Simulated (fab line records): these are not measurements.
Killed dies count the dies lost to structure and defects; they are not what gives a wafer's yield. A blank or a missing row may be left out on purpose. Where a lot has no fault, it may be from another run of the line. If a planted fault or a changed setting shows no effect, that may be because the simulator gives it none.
The same fault as seen by 2 desks -- flow rit_cmos -- only its own numbers are on each desk; what lay behind them is given at the end

THE METROLOGY DESK
Lot by lot, what the gauges showed, no matter which tool ran the lot: averages of those sampled wafers that carry a number. Any lot whose mean is over 4 standard deviations away from the usual mean is out of limits and marked OUT; that distance is given in the brackets.
Columns: A = ACTIVE_OXIDE_THK at RIT_ACTIVE_THK_MEAS_02, usual 47.0 nm
lot,first seen here,A
L668,day 1 17:40,47.9
L670,day 2 03:59,48.6
L671,day 2 08:28,47.1
L672,day 2 13:12,47.8
L673,day 2 18:03,58.7 (+13) OUT
L674,day 2 23:04,59.9 (+14) OUT
L676,day 3 11:35,46.2
L684,day 5 01:24,45.8
L685,day 5 06:23,47.0
L686,day 5 11:41,48.0
L687,day 5 16:08,46.8
L688,day 5 22:32,45.3
L689,day 6 03:18,45.3
L690,day 6 07:03,46.9
Per this desk, out of limits: L673, L674; the first was L673, day 2 18:03 (ACTIVE_OXIDE_THK at RIT_ACTIVE_THK_MEAS_02). L668, L670, L671, L672, L676, L684, L685, L686, L687, L688, L689, L690: within limits.

AT THE TOOL OWNER'S DESK: furnace-04
The tool's own readings at RIT_ACTIVE_OXIDATION_01 (target thk 46.8 nm, ox time 3360 s): means of the sampled wafers that have a number, for each lot that ran on this tool. Any lot whose mean is over 4 standard deviations away from the usual mean is out of limits and marked OUT; that distance is given in the brackets.
Columns: A = spike_tc_centre_C at RIT_ACTIVE_OXIDATION_01, usual 1001.8 C; B = spike_tc_load_C at RIT_ACTIVE_OXIDATION_01, usual 1029.0 C; C = spike_tc_source_C at RIT_ACTIVE_OXIDATION_01, usual 1021.7 C; D = tube_center_temp_C at RIT_ACTIVE_OXIDATION_01, usual 1000 C; E = tube_center_temp_C_max at RIT_ACTIVE_OXIDATION_01, usual 1002.5; F = zone_power_centre_pct at RIT_ACTIVE_OXIDATION_01, usual 44 %; G = zone_power_load_pct at RIT_ACTIVE_OXIDATION_01, usual 33.8 %
lot,first seen here,A,B,C,D,E,F,G
L670,day 2 02:02,1003.6,1026.8,1022.6,1000,1002.6,38,33.7
L671,day 2 06:31,1004.5,1027.3,1022.2,1000,1002.7,38,33.8
L672,day 2 11:16,1004.3,1027.0,1022.6,1000,1002.3,38,33.7
L673,day 2 16:07,1029.3 (+14) OUT,1053.1 (+9.3) OUT,1048.0 (+18) OUT,1025 (+99 or more) OUT,1027.4 (+64) OUT,40,36.0 (+4.2) OUT
L674,day 2 21:07,1029.0 (+14) OUT,1052.5 (+9.1) OUT,1047.7 (+17) OUT,1025 (+99 or more) OUT,1027.5 (+64) OUT,39,36.1 (+4.3) OUT
L686,day 5 09:44,1003.6,1025.7,1022.4,1000,1002.5,38,33.9
Finding of this desk: L673, L674 out of limits; the first was L673 at day 2 16:07, on spike_tc_centre_C at RIT_ACTIVE_OXIDATION_01. L670, L671, L672, L686: within limits.

BROUGHT TOGETHER
The tool owner's desk had the chance to raise an alarm at day 2 16:07 on L673, L674.
L673, L674 would have let the metrology desk raise an alarm at day 2 18:03.
RIT_ACTIVE_OXIDATION_01 was run on furnace-04 by each of the lots named.

WHAT HAD BEEN PUT IN BY THE SIMULATOR
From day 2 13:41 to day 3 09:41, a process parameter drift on furnace-04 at RIT_ACTIVE_OXIDATION_01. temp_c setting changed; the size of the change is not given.
Struck lots among those shown: L673, L674.
Hours from the fault's start to each desk's first reading out of limits: the tool owner's desk, 2; the metrology desk, 4.
